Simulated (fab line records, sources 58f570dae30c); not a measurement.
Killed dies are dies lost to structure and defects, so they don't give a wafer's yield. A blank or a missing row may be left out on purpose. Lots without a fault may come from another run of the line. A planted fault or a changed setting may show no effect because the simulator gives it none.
fab line records | flow berkeley_cmos170
record lots=14 wafers=42 last_day=13
route steps=331 shown ZERO@11
lots that met no fault: from a run of the same line without faults
start_h: hours from the record's first day to the start of the lot's first wafer shown | wait_h: hours since the lot's step before | " the same as in the row above | L1.1+2: a row that stands for several wafers | - no value, or no start given | * or withheld: withheld | < > ~ a bound
route shown NAME@n: a module of which the file shows steps, and the number in the route of the first | usual: mean/standard deviation of fault-free wafers | same: alike in all rows | chamber/n: place in a boat | sites: the reading at each site | _std_site: their standard deviation | _edge_site: outer sites' mean less inner sites' | radius_mm: how far each site lies from the wafer's centre | mask NAME#n: copy n | behind: the tool/chamber that last shaped the wafer | hold: why the lot was held/for how many hours/how that ended | device: the transistor (n, p or np) that didn't switch | end of line: the same wafers' tests at the end of the route | a step without rows: its recipe alone | killed: dies lost to structure and defects at the first sort, not the wafer's yield | map: a wafer's dies, x killed, . not, _ none there
set.NAME: the setting as run; set.NAME@STEP: as run at that earlier step | model.NAME: the simulator's own value behind a step, which no gauge read
steps of the route over a sample of lots; a table a step, a row a wafer
services: from which hour (start_h, from the record's first day; less than 0 if before it) a tool's chamber was out of use, for how many hours, and why
## steps
# step UCB170_ZERO_DEVELOP_05
# recipe developer=TMAH develop_time_s=45 resist=KrF dev_temp_c=21
# usual chill_plate_temp_C=23.00/0.099 develop_time_s=45/0
# columns lot.wafer tool chamber start_h wait_h chill_plate_temp_C develop_time_s
L863.3 litho_track-03 0 18 - 23.06 45
L863.5 " 0 " " 23.01 45
L863.6 " 0 " " 23.10 45
L867.1 litho_track-03 0 38 - 23.13 45
L867.3 " 0 " " 23.06 45
L867.6 " 0 " " 23.04 45
L869.2 litho_track-04 0 48 - 23.10 45
L869.3 " 0 " " 23.10 45
L869.4 " 0 " " 23.03 45
L870.1 litho_track-04 0 53 - 22.90 45
L870.4 " 0 " " 22.90 45
L870.6 " 0 " " 22.91 45
L872.1 litho_track-04 0 61 - 22.98 45
L872.5 " 0 " " 23.08 45
L872.6 " 0 " " 23.06 45
L873.3 litho_track-03 - 68 - - -
L873.4 " - " " - -
L873.5 " - " " - -
L874.1 litho_track-02 - 75 - - -
L874.3 " - " " - -
L874.6 " - " " - -
L876.3 litho_track-03 0 85 - 23.07 45
L876.4 " 0 " " 23.00 45
L876.5 " 0 " " 23.04 45
L879.2 litho_track-02 0 100 - 22.91 45
L879.3 " 0 " " 22.92 45
L879.4 " 0 " " 22.95 45
L880.1 litho_track-03 0 103 - 23.08 45
L880.4 " 0 " " 22.95 45
L880.6 " 0 " " 22.97 45
L882.2 litho_track-03 0 114 - 22.92 45
L882.4 " 0 " " 23.15 45
L882.6 " 0 " " 22.94 45
L883.1 litho_track-02 0 118 - 22.98 45
L883.2 " 0 " " 22.90 45
L883.4 " 0 " " 22.95 45
L885.3 litho_track-03 0 128 - 23.08 45
L885.5 " 0 " " 23.13 45
L885.6 " 0 " " 23.03 45
L886.4 litho_track-04 0 132 - 22.90 45
L886.5 " 0 " " 23.16 45
L886.6 " 0 " " 22.94 45
# step UCB170_ZERO_ETCH_06
# recipe chemistry=CHF3/CF4/Ar target=SiO2 time_s=12 pressure_mtorr=100 rf_w=500 CHF3_flow_sccm=50 cf4_flow_sccm=10 Ar_flow_sccm=120 over_etch_frac=1.58
# usual chamber_pressure_mTorr=100.00/0.097 drypump_motor_current_A=5.8/0.57 oes_product_au=0.612/0.0087 throttle_valve_pct=9.13/0.095
# columns lot.wafer tool chamber start_h wait_h chamber_pressure_mTorr drypump_motor_current_A oes_product_au rf_hours_counter_h throttle_valve_pct
L863.3 rie_diel-03 2 18.35 - 99.94 6.2 0.603 12 9.05
L863.5 " 3 " " 99.98 5.0 0.604 - 9.14
L863.6 " 0 " " 100.05 5.3 0.607 - 9.08
L867.1 rie_diel-02 0 38.17 - 100.03 6.5 0.617 5 9.11
L867.3 " 1 " " 100.02 6.6 0.621 5 9.05
L867.6 " 2 " " 99.88 5.4 0.600 - 9.31
L869.2 rie_diel-03 0 48.30 - 99.98 5.3 0.606 135 9.09
L869.3 " 3 " " 99.91 5.0 0.601 18 9.14
L869.4 " 1 " " 100.10 5.2 0.627 85 9.11
L870.1 rie_diel-02 2 53.19 - 100.10 5.3 0.598 46 9.31
L870.4 " 3 " " 99.89 5.6 0.603 120 9.13
L870.6 " 1 " " 99.97 6.6 0.614 - 9.04
L872.1 rie_diel-02 3 61.56 - 99.99 5.6 0.598 120 9.12
L872.5 " 0 " " 100.03 6.5 0.620 - 9.12
L872.6 " 3 " " 100.06 5.7 0.596 - 9.14
L873.3 rie_diel-03 0 68.58 - 99.81 5.2 0.374 136 9.08
L873.4 " 3 " " 99.97 5.0 0.366 19 9.13
L873.5 " 2 " " 99.91 6.3 0.366 - 9.04
L874.1 rie_diel-04 3 75.86 - 100.08 5.6 0.367 50 9.33
L874.3 " 1 " " 99.97 6.4 0.377 66 9.02
L874.6 " 2 " " 100.04 6.2 0.372 - 8.99
L876.3 rie_diel-04 0 85.97 - 100.03 6.0 0.626 35 9.24
L876.4 " 2 " " 99.98 6.2 0.630 102 9.02
L876.5 " 0 " " 99.94 6.0 0.618 - 9.26
L879.2 rie_diel-02 3 100.36 - 99.79 5.7 0.608 122 9.12
L879.3 " 0 " " 100.04 6.5 0.622 8 9.11
L879.4 " 2 " " 100.04 5.3 0.600 49 9.32
L880.1 rie_diel-02 1 103.71 - 100.06 6.6 0.620 9 9.05
L880.4 " 3 " " 99.89 5.6 0.600 122 9.13
L880.6 " 2 " " 99.99 5.4 0.595 - 9.31
L882.2 rie_diel-04 3 114.51 - 100.06 5.6 0.620 52 9.34
L882.4 " 1 " " 100.17 6.4 0.616 68 9.05
L882.6 " 2 " " 100.02 6.2 0.622 - 9.04
L883.1 rie_diel-04 0 118.76 - 100.03 6.0 0.628 37 9.25
L883.2 " 1 " " 99.92 6.4 0.619 68 9.05
L883.4 " 2 " " 100.05 6.2 0.623 103 9.02
L885.3 rie_diel-02 2 129.01 - 100.19 5.4 0.602 49 9.32
L885.5 " 1 " " 99.94 6.6 0.610 - 9.05
L885.6 " 2 " " 100.02 5.4 0.604 - 9.32
L886.4 rie_diel-03 1 133.00 - 100.12 5.1 0.619 90 9.12
L886.5 " 0 " " 99.91 5.2 0.607 - 9.08
L886.6 " 3 " " 100.05 5.1 0.615 - 9.14
# step UCB170_ZERO_STRIP_07
# recipe chemistry=O2 power_w=400 pressure_mtorr=3500 platen_temp_c=withheld o2_flow_sccm=400 overash_fraction=0.5
# usual chamber_pressure_mTorr=3500/3.1 drypump_motor_current_A=5.6/0.54 oes_product_au=0.727/0.0044 strip_time_to_endpoint_s=21.47/0.082
# columns lot.wafer tool chamber start_h wait_h chamber_pressure_mTorr drypump_motor_current_A oes_product_au rf_hours_counter_h strip_time_to_endpoint_s
L863.3 plasma_asher-01 1 18.41 0.0 3500 4.8 0.729 - 21.36
L863.5 " 1 " " 3495 4.9 0.726 - 21.32
L863.6 " 0 " " 3502 5.1 0.731 - 21.34
L867.1 plasma_asher-04 0 38.19 0.0 3503 5.0 0.731 32 21.61
L867.3 " 1 " " 3502 6.3 0.717 - 21.57
L867.6 " 0 " " 3494 5.0 0.726 - 21.55
L869.2 plasma_asher-03 0 48.32 0.0 3500 6.1 0.729 34 21.59
L869.3 " 0 " " 3495 6.1 0.736 - 21.41
L869.4 " 1 " " 3499 5.7 0.728 - 21.51
L870.1 plasma_asher-04 0 53.21 0.0 3501 5.0 0.726 33 21.43
L870.4 " 0 " " 3500 5.0 0.729 - 21.44
L870.6 " 0 " " 3496 5.0 0.733 - 21.42
L872.1 plasma_asher-04 1 61.58 0.0 3503 6.3 0.733 35 21.43
L872.5 " 1 " " 3497 6.4 0.725 - 21.43
L872.6 " 0 " " 3497 5.0 0.725 - 21.46
L873.3 plasma_asher-03 1 68.63 0.0 3500 5.7 0.726 - 21.93
L873.4 " 0 " " 3497 6.1 0.727 - 21.95
L873.5 " 0 " " 3500 6.1 0.737 - 21.88
L874.1 plasma_asher-01 1 75.89 0.0 3498 4.9 0.721 27 21.82
L874.3 " 0 " " 3499 5.1 0.728 - 21.82
L874.6 " 1 " " 3505 4.9 0.728 - 21.83
L876.3 plasma_asher-03 0 86.03 0.0 3499 6.1 0.727 - 21.45
L876.4 " 1 " " 3504 5.7 0.728 - 21.49
L876.5 " 0 " " 3503 6.1 0.723 - 21.44
L879.2 plasma_asher-03 0 100.39 0.0 3504 6.1 0.721 41 21.46
L879.3 " 1 " " 3497 5.7 0.730 - 21.45
L879.4 " 0 " " 3504 6.1 0.720 - 21.50
L880.1 plasma_asher-01 0 103.73 0.0 3501 5.1 0.719 30 21.42
L880.4 " 0 " " 3498 5.1 0.726 - 21.42
L880.6 " 1 " " 3496 4.9 0.730 - 21.47
L882.2 plasma_asher-04 1 114.53 0.0 3506 6.3 0.732 41 21.62
L882.4 " 0 " " 3495 5.0 0.730 - 21.57
L882.6 " 1 " " 3507 6.3 0.732 - 21.61
L883.1 plasma_asher-03 1 118.79 0.0 3502 5.7 0.727 0 21.50
L883.2 " 0 " " 3506 6.1 0.719 0 21.49
L883.4 " 0 " " 3497 6.1 0.723 - 21.49
L885.3 plasma_asher-01 0 129.06 0.0 3498 5.1 0.726 - 21.49
L885.5 " 0 " " 3502 5.1 0.726 - 21.52
L885.6 " 1 " " 3502 4.9 0.733 - 21.43
L886.4 plasma_asher-03 0 133.06 0.0 3505 6.1 0.727 - 21.50
L886.5 " 0 " " 3498 6.1 0.728 - 21.44
L886.6 " 1 " " 3505 5.7 0.728 - 21.42
## services
# columns tool chamber start_h hours kind
plasma_asher-01 - -1.63 2.8 pm
plasma_asher-04 - 11.34 4.8 repair
plasma_asher-01 - 40.82 0.4 repair
plasma_asher-01 - 52.96 14.6 pm
rie_diel-04 2 67.00 2.4 repair
rie_diel-04 - 72.50 2.8 pm
plasma_asher-03 - 74.35 2.2 repair
rie_diel-03 - 77.46 0.2 repair
rie_diel-03 2 88.86 8.4 repair
litho_track-02 - 105.43 - consumable_replace:filter
plasma_asher-03 - 108.83 9.0 pm
plasma_asher-03 0 108.83 9.0 vent_cycle
plasma_asher-03 1 108.83 9.0 vent_cycle
rie_diel-02 - 109.35 15.6 pm
plasma_asher-03 0 117.83 - clean
plasma_asher-03 1 117.83 - clean
rie_diel-04 - 127.01 4.9 repair
## key
first_sign step=UCB170_ZERO_DEVELOP_05 reading=tool_record direction=missing
effect step=UCB170_ZERO_ETCH_06 reading=oes_product_au direction=down sigmas=28 usual=0.612 struck=0.371
effect step=UCB170_ZERO_STRIP_07 reading=strip_time_to_endpoint_s direction=up sigmas=4.8 usual=* struck=*
met_at UCB170_ZERO_DEVELOP_05
struck_lots L873,L874
later_rows_left_out L873.3,L873.4,L873.5,L874.1,L874.3,L874.6
sort_left_out L873.3,L873.4,L873.5,L874.1,L874.3,L874.6
tester_left_out L873,L874
onset_between 38 68
fault kind=skipped_step_whole tool=litho_track-02,litho_track-03 chamber=- onset_h=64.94 steps=UCB170_ZERO_DEVELOP_05 scope=struck_lots_only
# tester_left_out: of these lots the tester's yield and bins aren't shown, on N5 and GAA mostly nor the transistor test; their killed dies are dies lost to structure and defects alone, not to doping, threshold or leakage, so they don't give the yield
# sort_left_out: the simulated sort isn't trusted on such a fault, so these wafers' sort isn't shown, and their yield isn't known
# later_rows_left_out: the simulator's readings of these wafers behind a module that went badly wrong aren't trusted and aren't shown, but for the sort
